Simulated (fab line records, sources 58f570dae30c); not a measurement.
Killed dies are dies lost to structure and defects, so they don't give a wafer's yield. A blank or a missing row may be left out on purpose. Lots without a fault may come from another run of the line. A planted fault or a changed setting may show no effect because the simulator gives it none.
Which tool did it? | flow berkeley_cmos170 | 7 lots, 21 wafers sampled, at 2 steps of a route of 331

WHAT THE GAUGES READ, wafer by wafer
UCB170_V2_THK_MEAS_01.
lot  | measured     | on            | V2_TEOS_THK (nm)
L832 | day 7 13:44  | film_metro-04 | 1958 1982 1968
L836 | day 7 20:44  | film_metro-03 | 1992 1998 1967
L839 | day 9 03:28  | film_metro-04 | 1932 1547 1985
L840 | day 9 17:53  | film_metro-04 | 1987 1943 1959
L850 | day 11 17:55 | film_metro-03 | 1975 1952 1962
L852 | day 12 00:29 | film_metro-02 | 1945 1986 1956
L854 | day 12 19:47 | film_metro-02 | 1965 2012 2021

WHICH TOOL RAN EACH LOT (tool, then ch and the chambers of the sampled wafers, then the start)
lot  | UCB170_V2_CVD_00
L832 | pecvd-03 ch 0,2, day 7 13:29
L836 | pecvd-03 ch 0,1,2, day 7 20:38
L839 | pecvd-03 ch 0,1,2, day 9 03:19
L840 | pecvd-02 ch 0,1,2, day 9 17:44
L850 | pecvd-02 ch 1,2, day 11 17:41
L852 | pecvd-02 ch 1,2, day 12 00:20
L854 | pecvd-02 ch 1,2, day 12 19:38
- UCB170_V2_CVD_00: deposits SiO2 from TEOS/O2, target thk 2000 nm, time 250 s.

THE ANSWER, worked out from the rows above alone
Rule: what is usual is taken from the lots themselves. Put in order of their means at a reading, lots are off if they are a third of the lots or fewer, leave a main group of 4 or more, and stand apart from it by a gap of 3 or more times the standard deviation of the main group's means; of several such gaps the widest counts. A main group whose means are all the same, to the digits that the tables above print for the reading, isn't used. A lot without any number at a reading at which 4 lots or more have one is off too. The other lots that the step has rows for count as sound.
Off: L839, at UCB170_V2_THK_MEAS_01 (V2_TEOS_THK). The main group: mean 1974 nm, standard deviation 14.
A tool fits if, at a process step before that reading, it ran every lot that is off, and no sound lot after the first of them. The gauges at UCB170_V2_THK_MEAS_01 are tried like those tools. One fits: pecvd-03 at UCB170_V2_CVD_00. Its last sound lot is L836 (day 7 20:38), its first lot that is off L839 (day 9 03:19): a fault that began between those two fits.

WHAT THE SIMULATOR HAD PUT IN
Process parameter drift: pecvd-03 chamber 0, from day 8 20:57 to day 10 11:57, at UCB170_V2_CVD_00. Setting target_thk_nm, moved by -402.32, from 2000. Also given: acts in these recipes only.
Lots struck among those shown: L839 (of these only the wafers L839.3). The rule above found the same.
